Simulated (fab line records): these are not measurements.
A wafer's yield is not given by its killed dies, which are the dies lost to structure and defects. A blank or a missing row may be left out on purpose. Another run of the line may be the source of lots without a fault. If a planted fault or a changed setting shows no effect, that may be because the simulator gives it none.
Split-lot trial | flow berkeley-cmos170 | route with 331 steps; 5 lots, 23 wafers read

## THE SPLIT ITSELF
At UCB170_PWELL_CVD_05 (deposits Si3N4 from SiH2Cl2/NH3, target thk 220 nm, time 3300 s), the setting pressure-mtorr was moved away from the recipe's 200 mTorr on 15 of the 23 wafers read, by -10.5% to +14.8%. This setting was run at the recipe's value on the other wafers.

No step appears in the file between the split and the reading.

## THE READING
Values of PWELL_NITRIDE_THK in nm from UCB170_PWELL_THK_MEAS_06. Fault-free wafers of this fab line usually give 218.5 nm, standard deviation 1.6 nm.

wafer  | tool, chamber at the split | pressure-mtorr as run, mTorr | against the recipe | PWELL_NITRIDE_THK, nm | against lot-mates on the recipe
L074.1 | -, -                       | 200                          | recipe             | 216.2                 | -
L074.2 | -, -                       | 200                          | recipe             | 217.0                 | -
L074.3 | -, -                       | 200                          | recipe             | 217.4                 | -
L074.4 | -, -                       | 200                          | recipe             | 217.1                 | -
L074.6 | -, -                       | 200                          | recipe             | 217.0                 | -
L075.1 | -, -                       | 186.5                        | -6.8%              | 213.5                 | no lot-mate on the recipe
L075.3 | -, -                       | 186.5                        | -6.8%              | 212.9                 | no lot-mate on the recipe
L075.4 | -, -                       | 186.5                        | -6.8%              | 213.3                 | no lot-mate on the recipe
L075.5 | -, -                       | 186.5                        | -6.8%              | 213.0                 | no lot-mate on the recipe
L075.6 | -, -                       | 186.5                        | -6.8%              | 214.0                 | no lot-mate on the recipe
L077.1 | -, -                       | 229.6                        | +14.8%             | 225.6                 | no lot-mate on the recipe
L077.2 | -, -                       | 229.6                        | +14.8%             | 227.5                 | no lot-mate on the recipe
L077.3 | -, -                       | 229.6                        | +14.8%             | 228.6                 | no lot-mate on the recipe
L077.5 | -, -                       | 229.6                        | +14.8%             | 225.8                 | no lot-mate on the recipe
L077.6 | -, -                       | 229.6                        | +14.8%             | 226.9                 | no lot-mate on the recipe
L078.2 | -, -                       | 178.9                        | -10.5%             | 213.6                 | no lot-mate on the recipe
L078.3 | -, -                       | 178.9                        | -10.5%             | 212.3                 | no lot-mate on the recipe
L078.4 | -, -                       | 178.9                        | -10.5%             | 210.9                 | no lot-mate on the recipe
L078.5 | -, -                       | 178.9                        | -10.5%             | 211.0                 | no lot-mate on the recipe
L078.6 | -, -                       | 178.9                        | -10.5%             | 210.5                 | no lot-mate on the recipe
L083.1 | lpcvd-02, 1                | 200                          | recipe             | 215.9                 | -
L083.2 | lpcvd-02, 1                | 200                          | recipe             | 217.5                 | -
L083.4 | lpcvd-02, 1                | 200                          | recipe             | 219.1                 | -

THE FIT
A straight line over all 23 wafers: PWELL_NITRIDE_THK changes by +0.608 nm for each +1% of pressure-mtorr; r = +0.98; the points scatter about the line by 1.1 nm.
Too few moved wafers with a lot-mate on the recipe to fit a line net of each lot's own level.

## THE WHOLE CHAIN: every reading that the file lists as answering this split, in the file's order
step                     | what it does                                                               | reading                                                                       | change (the file's fit)               | r (the file's)
UCB170_PWELL_CVD_05      | deposits Si3N4 from SiH2Cl2/NH3, target thk 220 nm, time 3300 s            | Si3N4_of_PWELL_CVD_05.thk-nm (the simulator's own value, which no gauge read) | +0.608 nm for each +1% of the setting | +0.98
UCB170_PWELL_THK_MEAS_06 |                                                                            | PWELL_NITRIDE_THK                                                             | +0.608 for each +1% of the setting    | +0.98
UCB170_PWELL_ETCH_14     | etches Si3N4 in CH3F/Ar/O2, stops on SiO2, target depth 242 nm, time 151 s | etch.depth-nm (the simulator's own value, which no gauge read)                | +0.605 nm for each +1% of the setting | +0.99

## THE FILE'S OWN FIT
PWELL_NITRIDE_THK changes by +0.608 nm for each +1% of pressure-mtorr, r = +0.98.
